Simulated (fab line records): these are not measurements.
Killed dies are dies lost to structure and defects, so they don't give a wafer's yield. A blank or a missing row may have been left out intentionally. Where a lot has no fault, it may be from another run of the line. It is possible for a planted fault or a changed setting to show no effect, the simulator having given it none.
Struck lot and sound lot, side by side ; flow rit-cmos ; 15 out of 202 route steps
Sound: the wafers L412.2, L412.5, L412.6. The struck wafers were L417.1, L417.5, L417.6. At the end, the cause is stated.
Order at every step that has rows: each side's tool, ch and its chambers, its first start. Under that, the readings that differ: sound wafers ; struck wafers ; difference of the means ; sigmas: that difference in standard deviations of wafers without a fault.
alike: a reading whose means differ by less than 2 such deviations, as well as words and numbers matching on both sides. not compared: withheld readings; readings where some wafer has no value; bounds like >300 that might hide an equal value; numbers whose values overlap and for which the record gives no deviation.
Wherever a step has rows on one side only, a row that says differs or no value, or a row with sigmas, the two part there. Numbers that don't overlap but have no deviation are shown without sigmas and don't part them. A reading that every wafer of one side lacks parts them only if that side has two wafers or more.

first, 2 steps without rows for these wafers: RIT_PLDD_HARDBAKE_07 (time 60 s); RIT_PLDD_IMPLANT_08.
RIT_PLDD_STRIP_09: strips in O2, time 180 s.
  sound on plasma-asher-04 ch 0,1, day 4 00:14; struck on plasma-asher-04 ch 0,1, day 5 03:34
  alike: drypump-motor-current-A
  not compared: rf-hours-counter-h
RIT_PLDD_TW_MEAS_10:
  sound: film-metro-01 at day 4 00:25; struck: film-metro-04 at day 5 03:45
  alike: PLDD_TW
then, 4 steps without rows for these wafers: RIT_SPACER_CLEAN_00 (cleans in SC1, time 600 s); RIT_SPACER_CLEAN_01 (cleans in dHF, time 30 s); RIT_SPACER_CLEAN_02 (cleans in SC2, time 600 s); RIT_SPACER_CVD_03 (deposits Si3N4 from SiH2Cl2/NH3, target thk 250 nm, time 3232 s).
RIT_SPACER_THK_MEAS_04:
  sound: film-metro-01 at day 4 02:47; struck: film-metro-02 at day 5 06:05
  alike: SPACER_NITRIDE_THK
RIT_SPACER_ETCHBACK_05: etches Si3N4 in SF6/CHF3, stops on SiO2, target depth 250 nm, time 240 s.
  sound on rie-diel-03 ch 2,3, day 4 02:50; struck on rie-diel-04 ch 0,2,3, day 5 06:09
  alike: drypump-motor-current-A, oes-product-au, throttle-valve-pct
  not compared: rf-hours-counter-h
then, 2 steps without rows for these wafers: RIT_NSD_HMDS_00 (prime time 60 s); RIT_NSD_COAT_01 (resist thk 1000 nm).
RIT_NSD_SOFTBAKE_02: time 60 s.
  sound on litho-track-02 ch 0, day 4 03:19; struck on litho-track-02 ch 0, day 5 06:36
reading;sound;struck;difference;sigmas
run-length-s (s);89.09 89.16 89.30;99.63 99.76 100.02;+10.62;+53
then, 1 step without rows for these wafers: RIT_NSD_EXPOSE_03 (exposes mask M9, target cd 40700 nm).
RIT_M1_PROBE_99:
  sound: prober-02 at day 4 15:51; struck: prober-02 at day 5 20:42
  alike: killed_at_M0_to_M3, killed-at-contacts, killed-at-front-end, killed-dies, killed-open, killed-short

== WHERE THEY PART ==
Within this record, at RIT_NSD_SOFTBAKE_02 only. Later steps at which nothing parts them and some readings are alike: RIT_M1_PROBE_99.

WHY: what the simulator had put in
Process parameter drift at RIT_NSD_SOFTBAKE_02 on litho-track-02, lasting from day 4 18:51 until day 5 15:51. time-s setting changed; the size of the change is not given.
